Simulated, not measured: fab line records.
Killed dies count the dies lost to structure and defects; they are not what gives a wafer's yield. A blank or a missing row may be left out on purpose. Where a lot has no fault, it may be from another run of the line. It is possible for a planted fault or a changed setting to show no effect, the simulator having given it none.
Split-lot trial | flow berkeleyCmos170 | 23 wafers read across 5 lots, on a route 331 steps long

== ON THE SPLIT ==
At UCB170_SILICIDE_SPUTTER_01 (material Ti, target thk 30 nm, time 25 s), the setting powerW was moved away from the recipe's 1500 W on 9 of the 23 wafers read, by +3.1% to +7.3%. The other wafers ran this setting at the recipe's value.

== FROM THE SPLIT ON TO THE READING: in between, the file shows 1 step ==
- UCB170_SILICIDE_RS_MEAS_02: measures by four-point-probe

== THE READING ==
SILICIDE_TI_THK, in nm, at UCB170_SILICIDE_THK_MEAS_03 (measures by xrf). Fault-free wafers of this fab line usually give 30.5 nm, standard deviation 0.42 nm.

wafer  | tool, chamber at the split | powerW as run, W | against the recipe | SILICIDE_TI_THK, nm | against lot-mates on the recipe
L075.1 | pvdSputter-01, -           | 1546             | +3.1%              | 31.1                | +0.4
L075.2 | pvdSputter-01, -           | 1500             | recipe             | 31.0                | -
L075.3 | pvdSputter-01, -           | 1500             | recipe             | 30.5                | -
L075.4 | pvdSputter-01, -           | 1546             | +3.1%              | 31.7                | +0.9
L075.6 | pvdSputter-01, -           | 1546             | +3.1%              | 31.8                | +1.1
L076.2 | pvdSputter-03, -           | 1500             | recipe             | 30.6                | -
L076.3 | pvdSputter-03, -           | 1500             | recipe             | 30.6                | -
L076.5 | pvdSputter-03, -           | 1500             | recipe             | 30.4                | -
L081.1 | pvdSputter-03, -           | 1500             | recipe             | 31.2                | -
L081.2 | pvdSputter-03, -           | 1500             | recipe             | 30.8                | -
L081.3 | pvdSputter-03, -           | 1500             | recipe             | 30.3                | -
L081.5 | pvdSputter-03, -           | 1610             | +7.3%              | 33.1                | +2.3
L081.6 | pvdSputter-03, -           | 1610             | +7.3%              | 32.4                | +1.6
L082.1 | pvdSputter-04, -           | 1500             | recipe             | 30.1                | -
L082.2 | pvdSputter-04, -           | 1583             | +5.5%              | 31.5                | +1.0
L082.4 | pvdSputter-04, -           | 1500             | recipe             | 30.8                | -
L082.5 | pvdSputter-04, -           | 1583             | +5.5%              | 31.7                | +1.2
L082.6 | pvdSputter-04, -           | 1500             | recipe             | 30.7                | -
L085.1 | pvdSputter-03, -           | 1500             | recipe             | 30.9                | -
L085.2 | pvdSputter-03, -           | 1500             | recipe             | 30.4                | -
L085.3 | pvdSputter-03, -           | 1550             | +3.3%              | 32.1                | +1.7
L085.4 | pvdSputter-03, -           | 1550             | +3.3%              | 31.0                | +0.6
L085.6 | pvdSputter-03, -           | 1500             | recipe             | 29.9                | -

FIT RESULTS
A straight line over all 23 wafers: SILICIDE_TI_THK changes by +0.264 nm for each +1% of powerW; r = +0.87; the points scatter about the line by 0.4 nm.
The same after taking each lot's own level away (the mean of its wafers on the recipe; 23 wafers): +0.252 nm for each +1%; r = +0.87; scatter 0.37 nm.
According to that fit, moving powerW by its largest amount changes the reading by 1.8 nm.
From 30.40 to 30.77 nm: that is the span of the lots' own levels, equal to 0.9 times the standard deviation above.
Consequently the slope shifts little with the lot-to-lot level, the two slopes agreeing.
Check: for one of the wafers moved furthest among these (+7.3%), held out of the fit, the line's prediction against its lot-mates is +1.7 nm. Against them it came out at +2.33 nm.

== THESE WAFERS: OTHER SPLITS ==
Note: prior to the reading, these wafers also went through further splits. Each is held against what the fit with the lots' levels taken away leaves over:
other split on the same wafers      | wafers away from the commonest value | r with SILICIDE_TI_THK (lot level and that fit taken away)
UCB170_NLDD_IMPLANT_08 doseCm2      | 7                                    | -0.30
UCB170_PSD_IMPLANT_08 energyKev     | 11                                   | +0.16
UCB170_BACKSIDE_COAT_01 resistThkNm | 10                                   | +0.13

== THE WHOLE CHAIN: every reading that the file lists as answering this split, in the file's order ==
step                        | what it does                             | reading                                                                          | change (the file's fit)               | r (the file's)
UCB170_SILICIDE_SPUTTER_01  | material Ti, target thk 30 nm, time 25 s | Ti_of_SILICIDE_SPUTTER_01.thkNm (the simulator's own value, which no gauge read) | +0.253 nm for each +1% of the setting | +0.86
UCB170_SILICIDE_RS_MEAS_02  | measures by four-point-probe             | SILICIDE_TI_RS                                                                   | -0.24 for each +1% of the setting     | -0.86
UCB170_SILICIDE_THK_MEAS_03 | measures by xrf                          | SILICIDE_TI_THK                                                                  | +0.25 for each +1% of the setting     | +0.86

== THE FILE'S OWN FIT ==
SILICIDE_TI_THK changes by +0.25 nm for each +1% of powerW, r = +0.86.
